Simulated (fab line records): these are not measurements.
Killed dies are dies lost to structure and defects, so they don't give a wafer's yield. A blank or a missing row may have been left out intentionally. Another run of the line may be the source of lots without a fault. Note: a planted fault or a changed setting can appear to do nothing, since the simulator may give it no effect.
Code-filled problem report in 8D (eight disciplines) form / flow berkeley-cmos170 / the parts of the form that need people (team, actions taken, sign-off) are left out

## 1. THE PROBLEM
Wafers without a fault read 0.998 a.u., standard deviation 0.021; oes-product-au at UCB170_M1_ETCH_11 reads a mean of 0.811 a.u. on 3 wafers belonging to 2 lots. That is -8.9 standard deviations from the usual mean.
The step: etches BARC in N2/H2.
The first sign was on wafer L797.2 at day 11 00:17, on rie-diel-03. At this step, 18 wafers from 6 lots have a number in the record. The rule behind "out" and "out of limits": a value lying over 4 standard deviations away from the usual mean. The other wafers with a number count as sound.

## 2. WHAT IT IS, WHAT IT ISN'T
question=which readings at this step | is=oes-product-au | is not=drypump-motor-current-A, throttle-valve-pct
question=which lots | is=L797, L801 | is not=L793, L795, L798, L812
question=which wafers of those lots | is=L797.2, L797.5, L801.3 | is not=L797.3, L801.5, L801.6
question=read on which tools | is=rie-diel-03 | is not=rie-diel-01, rie-diel-04
question=when | is=from day 11 00:17 | is not=up to then (7 sound wafers); but 8 sound wafers of L798, L801, L812 came after

## 3. WHAT RULES OUT EACH SUSPECT
Counting: if a tool at a process step up to the reading ran every lot that is out, it stays a suspect. Sound lots after the first of them don't rule it out here, since some wafers of a struck lot are sound.
- pvd-sputter-02 at UCB170_M1_SPUTTER_00 (material Al, target thk 600 nm, time 80 s): kept. It processed each lot that is out (first: L797, day 10 22:56); up to then, its last sound lot is L795 (day 9 12:50).
- rie-diel-03 at UCB170_M1_ETCH_11 (etches BARC in N2/H2): kept. It processed each lot that is out (first: L797, day 11 00:17); up to then, its last sound lot is L795 (day 9 14:14). On those wafers its own readings are out: oes-product-au.
- Within rie-diel-03 at UCB170_M1_ETCH_11: the wafers that are out ran in chamber 2; their sound lot-mates ran in chambers 0, 1.
Remaining after the count are pvd-sputter-02 at UCB170_M1_SPUTTER_00 and rie-diel-03 at UCB170_M1_ETCH_11.

## 4. THE CAUSE (what the simulator had put in)
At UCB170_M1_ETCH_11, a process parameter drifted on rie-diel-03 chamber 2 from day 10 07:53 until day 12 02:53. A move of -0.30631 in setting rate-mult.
This tool is one of the 2 suspects left after counting.

## 5. THE EFFECT CHAIN, in route order
Each row: a reading whose mean over the struck wafers that have a number lies more than 3 standard deviations from the usual. Only readings whose record carries a usual standard deviation are examined. hours: median over the lots of the time between each lot's start at the first step of this table that gives one and its start at this step. sigmas: the change, counted in usual standard deviations.
hours=0; step=UCB170_M1_ETCH_11; reading=oes-product-au; usual=0.998 a.u.; on struck wafers=0.811; change=-0.187; sigmas=-8.9
The process steps in it:
- UCB170_M1_ETCH_11: etches BARC in N2/H2.

## 6. HOW IT WOULD HAVE BEEN CAUGHT EARLIER
16 hours passed between the start of the fault at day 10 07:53 and the first reading out of limits in this record, taken at day 11 00:17.
